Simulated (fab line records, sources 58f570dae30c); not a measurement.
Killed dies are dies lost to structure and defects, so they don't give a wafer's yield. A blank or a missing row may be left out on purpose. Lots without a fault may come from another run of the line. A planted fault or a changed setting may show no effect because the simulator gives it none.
Which tool did it? | flow berkeley_cmos170 | 15 lots, 45 wafers sampled, at 5 steps of a route of 331

WHAT THE GAUGES READ, wafer by wafer
UCB170_PLDD_OVL_MEAS_07.
lot  | measured     | on         | PLDD_OVL (nm)
L588 | day 6 17:45  | overlay-01 | -8 2 6
L589 | day 6 18:29  | overlay-01 | 4 0 3
L587 | day 6 18:17  | overlay-02 | -5 -7 2
L590 | day 6 18:37  | overlay-01 | 2 -2 9
L591 | day 6 18:01  | overlay-01 | 1 -3 3
L592 | day 7 06:58  | overlay-01 | -6 -5 -1
L593 | day 7 14:23  | overlay-02 | -3 1 5
L596 | day 8 03:25  | overlay-02 | 1 -5 -6
L600 | day 8 18:40  | overlay-01 | -1 -1 -4
L602 | day 9 07:32  | overlay-02 | -6 7 -6
L603 | day 9 13:02  | overlay-02 | -2 -3 6
L604 | day 10 00:31 | overlay-02 | -1 -8 0
L605 | day 10 00:47 | overlay-01 | 3 5 3
L609 | day 10 22:53 | overlay-02 | 1 6 8
L610 | day 11 11:23 | overlay-01 | 1 -11 -10

UCB170_NSD_TW_MEAS_10.
lot  | measured     | on            | NSD_TW
L588 | day 7 03:33  | film_metro-03 | 4161 4168 4166
L589 | day 7 03:53  | film_metro-03 | 4167 4158 4151
L587 | day 7 03:17  | film_metro-01 | 4220 4222 4240
L590 | day 7 03:38  | film_metro-01 | 4231 4221 4208
L591 | day 7 03:24  | film_metro-04 | 4190 4205 4171
L592 | day 7 16:04  | film_metro-01 | 4216 4251 4220
L593 | day 7 23:17  | film_metro-03 | 4161 4149 4148
L596 | day 8 20:29  | film_metro-01 | 4192 4170 4208
L600 | day 9 05:52  | film_metro-03 | 4140 4144 4146
L602 | day 9 18:42  | film_metro-03 | 4131 4117 4130
L603 | day 10 00:56 | film_metro-03 | 4128 4126 4137
L604 | day 10 12:32 | film_metro-03 | 4133 4131 4122
L605 | day 10 12:25 | film_metro-04 | 4182 4205 4170
L609 | day 11 11:22 | film_metro-03 | 4164 4168 4162
L610 | day 12 00:06 | film_metro-01 | 4197 4181 4180

UCB170_SDANNEAL_RS_MEAS_04: measures by four-point-probe.
lot  | measured     | on            | PLDD_RS (ohm/sq)
L588 | day 7 05:24  | film_metro-03 | 1035 1032 1036
L589 | day 7 06:07  | film_metro-04 | 1034 1036 1032
L587 | day 7 05:14  | film_metro-01 | 1034 1034 1033
L590 | day 7 05:43  | film_metro-01 | 1035 1037 1037
L591 | day 7 05:13  | film_metro-04 | 1029 1029 1029
L592 | day 7 17:34  | film_metro-01 | 1089 1091 1091
L593 | day 8 01:04  | film_metro-03 | 1087 1088 1090
L596 | day 8 22:31  | film_metro-03 | 1030 1028 1029
L600 | day 9 07:36  | film_metro-03 | 1085 1085 1085
L602 | day 9 20:08  | film_metro-01 | 1034 1031 1031
L603 | day 10 02:51 | film_metro-04 | 1033 1031 1031
L604 | day 10 14:02 | film_metro-04 | 1030 1034 1029
L605 | day 10 13:56 | film_metro-03 | 1033 1034 1035
L609 | day 11 13:11 | film_metro-04 | 1034 1028 1031
L610 | day 12 01:34 | film_metro-03 | 1033 1033 1032

WHICH TOOL RAN EACH LOT (tool, then ch and the chambers of the sampled wafers, then the start)
lot  | UCB170_NVT_STRIP_08                  | UCB170_SPACER_ANNEAL_02
L588 | plasma_asher-01 ch 0,1, day 6 00:02  | furnace-02 ch 0, day 6 21:35
L589 | plasma_asher-03 ch 0,1, day 6 00:19  | furnace-02 ch 0, day 6 21:35
L587 | plasma_asher-04 ch 0,1, day 6 00:22  | furnace-02 ch 0, day 6 21:35
L590 | plasma_asher-03 ch 0,1, day 6 00:31  | furnace-02 ch 0, day 6 21:35
L591 | plasma_asher-01 ch 0,1, day 6 00:35  | furnace-02 ch 0, day 6 21:35
L592 | plasma_asher-03 ch 0, day 6 16:42    | furnace-02 ch 0, day 7 11:01
L593 | plasma_asher-04 ch 0,1, day 6 21:48  | furnace-02 ch 0, day 7 18:07
L596 | plasma_asher-03 ch 0,1, day 7 08:24  | furnace-01 ch 0, day 8 15:34
L600 | plasma_asher-03 ch 0,1, day 8 02:04  | furnace-02 ch 0, day 9 00:03
L602 | plasma_asher-01 ch 0,1, day 8 12:35  | furnace-01 ch 0, day 9 13:34
L603 | plasma_asher-01 ch 0,1, day 8 23:07  | furnace-01 ch 0, day 9 17:40
L604 | plasma_asher-03 ch 0,1, day 9 07:38  | furnace-03 ch 0, day 10 07:18
L605 | plasma_asher-01 ch 0,1, day 9 08:10  | furnace-03 ch 0, day 10 07:18
L609 | plasma_asher-03 ch 0,1, day 10 03:56 | furnace-01 ch 0, day 11 04:43
L610 | plasma_asher-01 ch 0,1, day 10 19:07 | furnace-02 ch 0, day 11 16:25
- UCB170_NVT_STRIP_08: strips in O2.
- UCB170_SPACER_ANNEAL_02: time 1800 s.

WHAT THE TOOLS THEMSELVES READ (means of the sampled wafers that have a number; where no wafer has one, the mark that the record gives instead)
UCB170_NVT_STRIP_08.
lot  | tool            | drypump_motor_current_A (A) | oes_product_au (a.u.) | strip_time_to_endpoint_s (s)
L588 | plasma_asher-01 | 6.2                         | 0.734                 | 21.67
L589 | plasma_asher-03 | 5.5                         | 0.734                 | 21.68
L587 | plasma_asher-04 | 6.2                         | 0.733                 | 21.71
L590 | plasma_asher-03 | 5.5                         | 0.732                 | 21.66
L591 | plasma_asher-01 | 6.0                         | 0.737                 | 21.59
L592 | plasma_asher-03 | 5.5                         | 0.732                 | 21.54
L593 | plasma_asher-04 | 6.1                         | 0.736                 | 21.66
L596 | plasma_asher-03 | 5.5                         | 0.739                 | 21.61
L600 | plasma_asher-03 | 5.5                         | 0.737                 | 21.64
L602 | plasma_asher-01 | 6.0                         | 0.735                 | 21.74
L603 | plasma_asher-01 | 6.2                         | 0.733                 | 21.67
L604 | plasma_asher-03 | 5.5                         | 0.738                 | 21.55
L605 | plasma_asher-01 | 6.2                         | 0.734                 | 21.61
L609 | plasma_asher-03 | 5.5                         | 0.733                 | 21.62
L610 | plasma_asher-01 | 6.0                         | 0.736                 | 21.57

UCB170_SPACER_ANNEAL_02.
lot  | tool       | spike_tc_centre_C (C) | spike_tc_load_C (C) | spike_tc_source_C (C) | tube_center_temp_C (C) | tube_center_temp_C_max
L588 | furnace-02 | 902.6                 | 920.7               | 921.8                 | 900                    | 902.1
L589 | furnace-02 | 900.9                 | 921.7               | 920.7                 | 900                    | 902.3
L587 | furnace-02 | 901.8                 | 920.2               | 920.9                 | 900                    | 902.4
L590 | furnace-02 | 902.3                 | 920.4               | 921.4                 | 900                    | 902.5
L591 | furnace-02 | 902.4                 | 919.7               | 920.8                 | 900                    | 902.0
L592 | furnace-02 | 886.6                 | 904.8               | 905.8                 | 885                    | 887.3
L593 | furnace-02 | 886.9                 | 905.1               | 905.2                 | 885                    | 887.5
L596 | furnace-01 | 901.1                 | 925.0               | 925.3                 | 900                    | 902.6
L600 | furnace-02 | 886.6                 | 905.9               | 905.1                 | 885                    | 887.3
L602 | furnace-01 | 901.9                 | 924.4               | 926.4                 | 900                    | 902.4
L603 | furnace-01 | 901.4                 | 924.1               | 925.4                 | 900                    | 902.2
L604 | furnace-03 | 902.0                 | 922.5               | 921.7                 | 900                    | 902.3
L605 | furnace-03 | 901.5                 | 923.4               | 922.0                 | 900                    | 902.6
L609 | furnace-01 | 900.7                 | 924.9               | 925.2                 | 900                    | 902.2
L610 | furnace-02 | 903.1                 | 921.0               | 920.8                 | 900                    | 902.5

THE ANSWER, worked out from the rows above alone
Rule: what is usual is taken from the lots themselves. Put in order of their means at a reading, lots are off if they are a third of the lots or fewer, leave a main group of 4 or more, and stand apart from it by a gap of 3 or more times the standard deviation of the main group's means; of several such gaps the widest counts. A main group whose means are all the same, to the digits that the tables above print for the reading, isn't used. A lot without any number at a reading at which 4 lots or more have one is off too. The other lots that the step has rows for count as sound. The gauges are gone through in route order, then the tools' own readings, and for those a lot's mean is taken as printed above. The first step at which some lot is off is used, and at that step the reading that is off furthest; a lot without a number counts as furthest.
Off: L592, L593, L600, at UCB170_SDANNEAL_RS_MEAS_04 (PLDD_RS). The main group: mean 1032 ohm/sq, standard deviation 2.1.
A tool fits if, at a process step before that reading, it ran every lot that is off, and no sound lot after the first of them. The gauges at UCB170_SDANNEAL_RS_MEAS_04 aren't tried: what is off there is off at UCB170_SPACER_ANNEAL_02 too, on other tools, and a gauge's error can't cause that. None of those tried fits.

WHAT THE SIMULATOR HAD PUT IN
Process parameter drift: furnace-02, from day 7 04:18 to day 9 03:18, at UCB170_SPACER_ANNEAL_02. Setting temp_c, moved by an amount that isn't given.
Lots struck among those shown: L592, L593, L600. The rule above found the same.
